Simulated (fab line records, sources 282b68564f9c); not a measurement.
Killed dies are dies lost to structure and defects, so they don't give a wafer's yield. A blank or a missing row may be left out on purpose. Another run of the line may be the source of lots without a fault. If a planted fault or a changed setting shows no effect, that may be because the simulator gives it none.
2 desks looking at one fault -- flow rit_cmos -- only its own numbers are on each desk; what lay behind them is given at the end

DESK OF THE TOOL OWNER: pvd_sputter-02
The tool's own readings at RIT_SILICIDE_SPUTTER_01 (material Ti, target thk 30 nm, time 240 s): means of the sampled wafers that have a number, for each lot that ran on this tool. The brackets show how far a lot's mean lies from the usual mean; more than 4 standard deviations puts the lot out of limits, marked OUT.
Columns: A = chamber_pressure_pa at RIT_SILICIDE_SPUTTER_01, usual 0.6670 Pa; B = throttle_valve_pct at RIT_SILICIDE_SPUTTER_01, usual 29.9 %
lot,first seen here,A,B
L132,day 3 03:52,0.6674,29.9
L133,day 3 09:50,0.6682,31.4
L138,day 4 08:54,0.6678,31.3
L143,day 5 19:44,0.6654,31.3
L146,day 6 06:50,0.6688,31.3
Result from this desk: across the 5 lots, nothing is out of limits.

METROLOGY DESK
Means of the sampled wafers that have a number, per lot and without regard to the tool the lot ran on: this is what the gauges read. The brackets show how far a lot's mean lies from the usual mean; more than 4 standard deviations puts the lot out of limits, marked OUT.
Columns: A = SILICIDE_TI_RS at RIT_SILICIDE_RS_MEAS_02, usual 47.9 ohm/sq; B = SILICIDE_TI_THK at RIT_SILICIDE_THK_MEAS_03, usual 30.6 nm; C = CONTACT_OVL at RIT_CONTACT_OVL_MEAS_09, usual 0.1 nm
lot,first seen here,A,B,C
L132,day 3 04:01,48.0,30.4,-0.5
L133,day 3 10:01,47.3,30.7,1.5
L134,day 3 13:56,48.3,30.3,-0.1
L136,day 4 05:26,48.4,30.1,1.4
L137,day 4 07:10,48.0,30.2,-1.1
L138,day 4 09:03,48.3,30.3,1.5
L140,day 4 23:08,48.4,30.2,-0.9
L143,day 5 19:53,25.2 (-39) OUT,51.7 (+64) OUT,2.4
L146,day 6 07:01,24.9 (-40) OUT,51.9 (+65) OUT,2.2
L148,day 6 19:47,47.3,30.8,1.4
L149,day 7 06:29,47.7,30.6,-1.9
L151,day 7 08:08,46.8,31.2,-2.1
L154,day 8 03:28,47.9,30.7,0.2
L155,day 8 05:43,47.0,31.2,-1.3
Finding of this desk: L143, L146 out of limits, first seen on L143 at day 5 19:53 (SILICIDE_TI_RS at RIT_SILICIDE_RS_MEAS_02). L132, L133, L134, L136, L137, L138, L140, L148, L149, L151, L154, L155 stayed within limits.

ALL TOGETHER
On L143, L146, the metrology desk was in a position to raise an alarm at day 5 19:53.
The tool owner's desk saw nothing out of limits.
Tool owner's desk: L143, L146 on record, inside its limits.
All the named lots went through RIT_SILICIDE_SPUTTER_01 on pvd_sputter-02.

WHAT THE SIMULATOR PUT IN
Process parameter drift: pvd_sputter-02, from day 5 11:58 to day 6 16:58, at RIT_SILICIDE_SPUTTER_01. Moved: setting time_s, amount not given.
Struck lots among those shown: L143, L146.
Hours from the fault's start to each desk's first reading out of limits: the metrology desk, 8.
